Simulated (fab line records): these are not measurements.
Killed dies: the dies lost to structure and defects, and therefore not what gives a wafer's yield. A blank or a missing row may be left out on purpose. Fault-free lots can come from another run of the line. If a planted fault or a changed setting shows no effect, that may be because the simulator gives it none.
Split-lot study / flow berkeleyCmos170 / on a route of 331 steps: 5 lots, 23 wafers read

THE SPLIT
At UCB170_V1_ETCH_14 (etches SiO2 in CHF3/CF4/Ar, stops on Al, target depth 1250 nm, time 291 s), the setting timeS was moved away from the recipe's 291 s on 9 of the 23 wafers read, by -12.8% to +8.1%. For the rest of the wafers, this setting stayed at what the recipe calls for.

The reading comes from the split's own step.

THE READING
oesProductAu, in a.u., at UCB170_V1_ETCH_14 (etches SiO2 in CHF3/CF4/Ar, stops on Al, target depth 1250 nm, time 291 s). Typical for fault-free wafers on this fab line: 0.871 a.u., with standard deviation 0.011 a.u.

wafer=L074.1; tool, chamber at the split=rieDiel-02, 1; timeS as run, s=291; against the recipe=recipe; oesProductAu, a.u.=0.892; against lot-mates on the recipe=-
wafer=L074.3; tool, chamber at the split=rieDiel-02, 3; timeS as run, s=291; against the recipe=recipe; oesProductAu, a.u.=0.863; against lot-mates on the recipe=-
wafer=L074.4; tool, chamber at the split=rieDiel-02, 0; timeS as run, s=291; against the recipe=recipe; oesProductAu, a.u.=0.854; against lot-mates on the recipe=-
wafer=L074.5; tool, chamber at the split=rieDiel-02, 3; timeS as run, s=291; against the recipe=recipe; oesProductAu, a.u.=0.871; against lot-mates on the recipe=-
wafer=L074.6; tool, chamber at the split=rieDiel-02, 2; timeS as run, s=291; against the recipe=recipe; oesProductAu, a.u.=0.856; against lot-mates on the recipe=-
wafer=L077.2; tool, chamber at the split=rieDiel-04, 1; timeS as run, s=253.7; against the recipe=-12.8%; oesProductAu, a.u.=0.946; against lot-mates on the recipe=+0.069
wafer=L077.3; tool, chamber at the split=rieDiel-04, 3; timeS as run, s=253.7; against the recipe=-12.8%; oesProductAu, a.u.=0.954; against lot-mates on the recipe=+0.077
wafer=L077.4; tool, chamber at the split=rieDiel-04, 2; timeS as run, s=291; against the recipe=recipe; oesProductAu, a.u.=0.885; against lot-mates on the recipe=-
wafer=L077.5; tool, chamber at the split=rieDiel-04, 1; timeS as run, s=291; against the recipe=recipe; oesProductAu, a.u.=0.868; against lot-mates on the recipe=-
wafer=L077.6; tool, chamber at the split=rieDiel-04, 2; timeS as run, s=253.7; against the recipe=-12.8%; oesProductAu, a.u.=0.954; against lot-mates on the recipe=+0.077
wafer=L081.2; tool, chamber at the split=rieDiel-04, 1; timeS as run, s=291; against the recipe=recipe; oesProductAu, a.u.=0.874; against lot-mates on the recipe=-
wafer=L081.3; tool, chamber at the split=rieDiel-04, 0; timeS as run, s=268.5; against the recipe=-7.7%; oesProductAu, a.u.=0.913; against lot-mates on the recipe=+0.038
wafer=L081.4; tool, chamber at the split=rieDiel-04, 3; timeS as run, s=268.5; against the recipe=-7.7%; oesProductAu, a.u.=0.919; against lot-mates on the recipe=+0.044
wafer=L081.5; tool, chamber at the split=rieDiel-04, 3; timeS as run, s=268.5; against the recipe=-7.7%; oesProductAu, a.u.=0.919; against lot-mates on the recipe=+0.044
wafer=L081.6; tool, chamber at the split=rieDiel-04, 0; timeS as run, s=291; against the recipe=recipe; oesProductAu, a.u.=0.875; against lot-mates on the recipe=-
wafer=L084.1; tool, chamber at the split=rieDiel-03, 0; timeS as run, s=291; against the recipe=recipe; oesProductAu, a.u.=0.889; against lot-mates on the recipe=-
wafer=L084.4; tool, chamber at the split=rieDiel-03, 1; timeS as run, s=291; against the recipe=recipe; oesProductAu, a.u.=0.869; against lot-mates on the recipe=-
wafer=L084.5; tool, chamber at the split=rieDiel-03, 3; timeS as run, s=291; against the recipe=recipe; oesProductAu, a.u.=0.856; against lot-mates on the recipe=-
wafer=L085.1; tool, chamber at the split=rieDiel-04, 3; timeS as run, s=291; against the recipe=recipe; oesProductAu, a.u.=0.893; against lot-mates on the recipe=-
wafer=L085.3; tool, chamber at the split=rieDiel-04, 2; timeS as run, s=314.7; against the recipe=+8.1%; oesProductAu, a.u.=0.868; against lot-mates on the recipe=-0.018
wafer=L085.4; tool, chamber at the split=rieDiel-04, 1; timeS as run, s=314.7; against the recipe=+8.1%; oesProductAu, a.u.=0.867; against lot-mates on the recipe=-0.019
wafer=L085.5; tool, chamber at the split=rieDiel-04, 0; timeS as run, s=314.7; against the recipe=+8.1%; oesProductAu, a.u.=0.873; against lot-mates on the recipe=-0.013
wafer=L085.6; tool, chamber at the split=rieDiel-04, 1; timeS as run, s=291; against the recipe=recipe; oesProductAu, a.u.=0.879; against lot-mates on the recipe=-

FIT RESULTS
A straight line over all 23 wafers: oesProductAu changes by -0.00437 a.u. for each +1% of timeS; r = -0.86; the points scatter about the line by 0.016 a.u.
The same after taking each lot's own level away (the mean of its wafers on the recipe; 23 wafers): -0.00466 a.u. for each +1%; r = -0.92; scatter 0.012 a.u.
On that fit, the largest move of timeS shifts the reading by 0.06 a.u.
The lots' own levels span 0.8672 to 0.8860 a.u., that is 1.7 times the standard deviation above.
Consequently the slope shifts little with the lot-to-lot level, the two slopes agreeing.
Check: +0.0643 a.u. against its lot-mates is what the line predicts for one of the wafers moved furthest among these (-12.8%) when that wafer is left out of the fit. It came out at +0.0695 a.u. against them.
Tool readings at the split's step, against how far the setting was moved: oesProductAu r = -0.86.

THE WHOLE CHAIN: every reading that the file lists as answering this split, in the file's order
step=UCB170_V1_ETCH_14; what it does=etches SiO2 in CHF3/CF4/Ar, stops on Al, target depth 1250 nm, time 291 s; reading=oesProductAu; change (the file's fit)=-0.00489 a.u. for each +1% of the setting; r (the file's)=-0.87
step=UCB170_V1_ETCH_14; what it does=etches SiO2 in CHF3/CF4/Ar, stops on Al, target depth 1250 nm, time 291 s; reading=KrF_of_V1_COAT_07.thkNm (the simulator's own value, which no gauge read); change (the file's fit)=-2.73 nm for each +1% of the setting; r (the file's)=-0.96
step=UCB170_V1_STRIP_15; what it does=strips in O2; reading=stripTimeToEndpointS; change (the file's fit)=withheld for each +1% of the setting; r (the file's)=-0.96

THE FILE'S OWN FIT
oesProductAu changes by -0.00489 a.u. for each +1% of timeS, r = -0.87.
